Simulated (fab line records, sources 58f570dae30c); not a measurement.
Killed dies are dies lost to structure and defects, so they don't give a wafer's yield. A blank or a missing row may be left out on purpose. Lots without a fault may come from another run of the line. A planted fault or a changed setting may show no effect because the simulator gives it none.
Chamber matching | flow berkeley_cmos170 | UCB170_V2_CMP_02 on cmp-02: 4 sister chambers
The step polishes SiO2. 8 wafers are shown with their chamber, then 8 later ones without.

WAFERS WITH THEIR CHAMBER
wafer  | chamber | motor_current_A (A) | slurry_flow_ml_min
L570.2 | 3       | 17.6                | 149.8
L570.4 | 2       | 13.7                | 150.4
L570.6 | 3       | 16.7                | 149.4
L572.4 | 0       | 19.5                | 150.6
L572.5 | 0       | 18.6                | 150.7
L580.3 | 2       | 13.0                | 149.7
L580.6 | 1       | 16.7                | 149.6
L582.2 | 1       | 16.7                | 149.9

WAFERS WITHOUT THEIR CHAMBER
wafer  | motor_current_A (A) | slurry_flow_ml_min
L582.4 | 12.9                | 150.8
L582.5 | 17.0                | 149.9
L583.1 | 17.3                | 149.7
L583.4 | 19.7                | 149.5
L583.5 | 19.7                | 149.0
L584.2 | 19.4                | 150.4
L584.4 | 13.9                | 149.9
L584.5 | 13.3                | 150.5

WHICH CHAMBER EACH WENT THROUGH
wafer  | from the rows above          | in truth
L582.4 | 2                            | 2
L582.5 | can't be placed: 1 or 3      | 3
L583.1 | can't be placed: 3 or 1      | 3
L583.4 | can't be placed: 0 or 3 or 1 | 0
L583.5 | can't be placed: 3 or 0 or 1 | 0
L584.2 | 0                            | 0
L584.4 | 2                            | 2
L584.5 | 2                            | 2
Placed correctly: 4 of 8. Can't be placed from these rows: 4 (the true chamber is among the candidates in 4). Placed wrongly: 0.
How it was worked out, from the rows above alone: a wafer's distance from a chamber is the root of the sum, over the readings, of the square of ((its reading less the chamber's mean) divided by the reading's scatter). The wafer belongs to the nearest chamber; if the next one is less than 2 further off, it can't be placed. A chamber's mean is the mean of its shown wafers. The scatter: the root of (the sum of the squares of (reading less its chamber's mean) over the shown wafers, divided by (wafers less chambers)).
